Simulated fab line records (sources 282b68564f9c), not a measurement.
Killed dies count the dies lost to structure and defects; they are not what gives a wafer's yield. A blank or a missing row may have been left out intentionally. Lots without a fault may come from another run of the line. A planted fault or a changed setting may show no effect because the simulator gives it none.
A struck lot beside a sound one || flow ritCmos || 44 out of 202 route steps
Sound: wafers L622.2, L622.4, L622.6. The struck wafers were L628.1, L628.2, L628.3. The cause is given at the end.
For every step that has rows: the tool of each side, followed by ch and its chambers, followed by its first start. Under that, the readings that differ: sound wafers || struck wafers || difference of the means || sigmas: that difference in standard deviations of wafers without a fault.
alike: readings whose means differ by less than 2 such deviations, and words and numbers that are the same on both sides. not compared: withheld readings, readings that some wafer has no value for, bounds like >300 that may hide the same value, and numbers for which the record gives no deviation and whose values overlap.
Wherever a step has rows on one side only, a row that says differs or no value, or a row with sigmas, the two part there. Non-overlapping numbers with no deviation appear without sigmas and do not part them. A reading that every wafer of one side lacks parts them only if that side has two wafers or more.

first, 1 step without rows for these wafers: RIT_PRETRO_IMPLANT_08.
RIT_PRETRO_STRIP_09: strips in O2, time 180 s.
  sound on plasmaAsher-01 ch 0,1, day 2 19:05; struck on plasmaAsher-01 ch 0,1, day 4 00:44
  alike: drypumpMotorCurrentA, rfReflPowerW
  not compared: rfHoursCounterH
RIT_PRETRO_TW_MEAS_10:
  sound on filmMetro-01, day 2 19:17; struck on filmMetro-02, day 4 00:55
{"reading": "PRETRO_TW", "sound": "473 472 471", "struck": "479 481 482", "difference": "+9", "sigmas": "+2"}
then, 5 steps without rows for these wafers: RIT_GATE_WET_ETCH_00 (etches SiO2 in BOE, target depth 56 nm, time 60 s); RIT_GATE_CLEAN_01 (cleans in SC1, time 600 s); RIT_GATE_CLEAN_02 (cleans in dHF, time 30 s); RIT_GATE_CLEAN_03 (cleans in SC2, time 600 s); RIT_GATE_CLEAN_04 (cleans in dHF, time 60 s).
RIT_FOX2_THK_MEAS_91:
  sound on filmMetro-02, day 2 19:46; struck on filmMetro-03, day 4 01:23
  alike: FIELD_OXIDE_LEFT_2_THK
then, 2 steps without rows for these wafers: RIT_GATE_OXIDATION_05 (target thk 3 nm, ox time 270 s); RIT_GATE_ANNEAL_06 (time 600 s).
RIT_GATE_THK_MEAS_07:
  sound on filmMetro-04, day 2 21:08; struck on filmMetro-03, day 4 02:47
  alike: GATE_OXIDE_THK
RIT_GATE_CVD_08: deposits poly-Si from SiH4, target thk 250 nm, time 2220 s.
  sound on lpcvd-01 ch 1, day 2 21:11; struck on lpcvd-02 ch 0, day 4 02:50
{"reading": "model.poly-Si_of_GATE_CVD_08.thkNm (nm)", "sound": "253.5 252.2 252.9", "struck": "124.7 124.3 123.4", "difference": -128.7, "sigmas": ""}
RIT_GATE_THK_MEAS_09:
  sound on filmMetro-03, day 2 22:49; struck on filmMetro-04, day 4 04:28
{"reading": "GATE_POLY_THK (nm)", "sound": "253.5 252.3 252.7", "struck": "124.7 124.3 123.5", "difference": -128.7, "sigmas": -56}
then, 6 steps without rows for these wafers: RIT_GATE_HMDS_10 (prime time 60 s); RIT_GATE_COAT_11 (resist thk 850 nm); RIT_GATE_SOFTBAKE_12 (time 60 s); RIT_GATE_EXPOSE_13 (exposes mask M6, target cd 150 nm); RIT_GATE_PEB_14; RIT_GATE_DEVELOP_15 (develop time 50 s).
RIT_GATE_CD_MEAS_16: target cd 150 nm.
  sound on cdSem-01, day 2 23:59; struck on cdSem-01, day 4 05:22
  alike: cdNm
RIT_GATE_OVL_MEAS_17:
  sound on overlay-01, day 3 00:05; struck on overlay-01, day 4 05:29
  alike: GATE_OVL
then, 1 step without rows for these wafers: RIT_GATE_HARDBAKE_18 (time 60 s).
RIT_GATE_ETCH_19: etches poly-Si in SF6/CHF3/O2, stops on SiO2, time 165 s, target depth 312.5 nm.
  sound on rieSi-02 ch 1,3, day 3 00:16; struck on rieSi-02 ch 1,2,3, day 4 05:40
{"reading": "oesProductAu (a.u.)", "sound": "0.835 0.860 0.858", "struck": "0.541 0.554 0.539", "difference": -0.306, "sigmas": -20}
{"reading": "model.etch.depthNm (nm)", "sound": "253.5 252.2 252.9", "struck": "124.7 124.3 123.4", "difference": -128.7, "sigmas": ""}
{"reading": "model.GATE.featureDepthNm (nm)", "sound": "253.5 252.2 252.9", "struck": "124.7 124.3 123.4", "difference": -128.7, "sigmas": ""}
  alike: drypumpMotorCurrentA, throttleValvePct
  not compared: rfHoursCounterH
RIT_GATE_STRIP_20: strips in O2, time 180 s.
  sound on plasmaAsher-01 ch 0, day 3 00:22; struck on plasmaAsher-04 ch 0,1, day 4 05:47
  alike: drypumpMotorCurrentA, rfReflPowerW
  not compared: rfHoursCounterH
RIT_GATE_CD_MEAS_90: target cd 150 nm.
  sound on cdSem-01, day 3 00:34; struck on cdSem-01, day 4 05:58
  alike: cdNm
then, 4 steps without rows for these wafers: RIT_REOX_CLEAN_00 (cleans in SC1, time 600 s); RIT_REOX_CLEAN_01 (cleans in dHF, time 30 s); RIT_REOX_CLEAN_02 (cleans in SC2, time 600 s); RIT_REOX_OXIDATION_03 (target thk 25.2 nm, ox time 5580 s).
RIT_REOX_THK_MEAS_04:
  sound on filmMetro-04, day 3 03:35; struck on filmMetro-04, day 4 09:53
  alike: REOX_OXIDE_THK
then, 6 steps without rows for these wafers: RIT_NLDD_HMDS_00 (prime time 60 s); RIT_NLDD_COAT_01 (resist thk 1000 nm); RIT_NLDD_SOFTBAKE_02 (time 60 s); RIT_NLDD_EXPOSE_03 (exposes mask M7, target cd 40700 nm); RIT_NLDD_PEB_04; RIT_NLDD_DEVELOP_05 (develop time 50 s).
RIT_NLDD_OVL_MEAS_06:
  sound on overlay-02, day 3 04:40; struck on overlay-01, day 4 10:55
  alike: NLDD_OVL
then, 2 steps without rows for these wafers: RIT_NLDD_HARDBAKE_07 (time 60 s); RIT_NLDD_IMPLANT_08.
RIT_NLDD_STRIP_09: strips in O2, time 180 s.
  sound on plasmaAsher-03 ch 0,1, day 3 04:59; struck on plasmaAsher-02 ch 0,1, day 4 11:16
  alike: drypumpMotorCurrentA, rfReflPowerW
  not compared: rfHoursCounterH
RIT_NLDD_TW_MEAS_10:
  sound on filmMetro-02, day 3 05:10; struck on filmMetro-01, day 4 11:26
  alike: NLDD_TW
RIT_SDANNEAL_CLEAN_02: cleans in SC2, time 600 s.
  sound on wetBench-01 ch 1, day 3 12:25; struck on wetBench-02 ch 3, day 4 18:31
{"reading": "model.poly-Si_of_GATE_CVD_08.thkNm (nm)", "sound": "167.3 165.4 166.4", "struck": "37.14 36.81 35.2", "difference": -129.98, "sigmas": ""}
RIT_M1_PROBE_99:
  sound on prober-01, day 3 20:11; struck on prober-01, day 5 03:05
  alike: killedAtFrontEnd, killedDies, killedOpen, killedShort

== WHERE THEY PART ==
Earliest at RIT_PRETRO_TW_MEAS_10; latest, in this record, at RIT_GATE_ETCH_19. Later steps at which nothing parts them and some readings are alike: RIT_GATE_STRIP_20, RIT_GATE_CD_MEAS_90, RIT_REOX_THK_MEAS_04, RIT_NLDD_OVL_MEAS_06, RIT_NLDD_STRIP_09, RIT_NLDD_TW_MEAS_10, RIT_M1_PROBE_99.

WHY: what had been put in by the simulator
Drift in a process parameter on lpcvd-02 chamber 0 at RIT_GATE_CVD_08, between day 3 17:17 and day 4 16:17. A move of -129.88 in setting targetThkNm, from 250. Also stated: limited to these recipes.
